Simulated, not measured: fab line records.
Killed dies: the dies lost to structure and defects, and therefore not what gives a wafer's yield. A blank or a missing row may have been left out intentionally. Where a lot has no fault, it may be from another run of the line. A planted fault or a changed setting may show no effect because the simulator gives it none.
Comparing a struck lot with a sound one | flow rit-cmos | 15 out of 202 route steps
Sound: wafers L197.3, L197.4, L197.5. Wafers struck: L210.4, L210.5, L210.6. Last of all comes the cause.
At each step with rows: each side's tool, then ch and its chambers, then its first start. Under that, the readings that differ: sound wafers | struck wafers | difference of the means | sigmas: that difference in standard deviations of wafers without a fault.
alike: words and numbers the same on both sides, and readings whose means are apart by under 2 such deviations; not compared: readings that were withheld, readings missing a value for some wafer, numbers with overlapping values and no deviation given by the record, and bounds like >300 which may hide the same value.
The two part at a step that has a row with sigmas, a row that says differs or no value, or rows on one side only. Non-overlapping numbers with no deviation appear without sigmas and do not part them. Lack of a reading on every wafer of one side parts them only where that side has two or more wafers.

RIT_CONTACT_CVD_00: deposits SiO2 from TEOS, target thk 400 nm, time 61 s.
  sound on pecvd-04 ch 1,2, day 3 12:41; struck on pecvd-01 ch 0,1,2, day 6 01:56
  alike: heater-power-w, rf-fwd-power-W
RIT_CONTACT_THK_MEAS_01:
  sound: film-metro-04 at day 3 12:46; struck: film-metro-01 at day 6 01:59
  alike: CONTACT_TEOS_THK
then, 6 steps without rows for these wafers: RIT_CONTACT_HMDS_02 (prime time 60 s); RIT_CONTACT_COAT_03 (resist thk 1009 nm); RIT_CONTACT_SOFTBAKE_04 (time 60 s); RIT_CONTACT_EXPOSE_05 (exposes mask M11, target cd 1000 nm); RIT_CONTACT_PEB_06; RIT_CONTACT_DEVELOP_07 (develop time 120 s).
RIT_CONTACT_CD_MEAS_08: target cd 1000 nm.
  sound: cd-sem-01 at day 3 13:49; struck: cd-sem-02 at day 6 03:02
  alike: cd-nm
RIT_CONTACT_OVL_MEAS_09:
  sound: overlay-01 at day 3 13:54; struck: overlay-01 at day 6 03:07
  alike: CONTACT_OVL
then, 1 step without rows for these wafers: RIT_CONTACT_HARDBAKE_10 (time 60 s).
RIT_CONTACT_ETCH_11: etches SiO2 in CHF3/CF4/Ar, stops on TiSi2, target depth 480 nm, time 320 s.
  sound on rie-diel-04 ch 0,1, day 3 14:04; struck on rie-diel-02 ch 0,1, day 6 03:20
  alike: CHF3_flow_sccm, drypump-motor-current-A, oes-product-au, rf-fwd-power-W, throttle-valve-pct
  not compared: rf-hours-counter-h
RIT_CONTACT_STRIP_12: strips in O2, time 180 s.
  sound on plasma-asher-04 ch 0,1, day 3 14:20; struck on plasma-asher-04 ch 0,1, day 6 03:35
  reading          | sound                | struck               | difference | sigmas
  run-length-s (s) | 207.91 207.75 208.13 | 222.53 222.53 222.19 | +14.49     | +54
  alike: drypump-motor-current-A
  not compared: rf-hours-counter-h
RIT_CONTACT_CD_MEAS_90: target cd 1000 nm.
  sound: cd-sem-02 at day 3 14:29; struck: cd-sem-01 at day 6 03:46
  alike: cd-nm
RIT_M1_PROBE_99:
  only the struck wafers here have rows in the record (prober-01, day 6 08:33); the sound ones have none

== WHERE THEY PART ==
First at RIT_CONTACT_STRIP_12; last, within this record, at RIT_M1_PROBE_99.

WHY: whatever the simulator had introduced
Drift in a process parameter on plasma-asher-04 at RIT_CONTACT_STRIP_12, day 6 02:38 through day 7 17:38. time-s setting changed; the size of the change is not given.
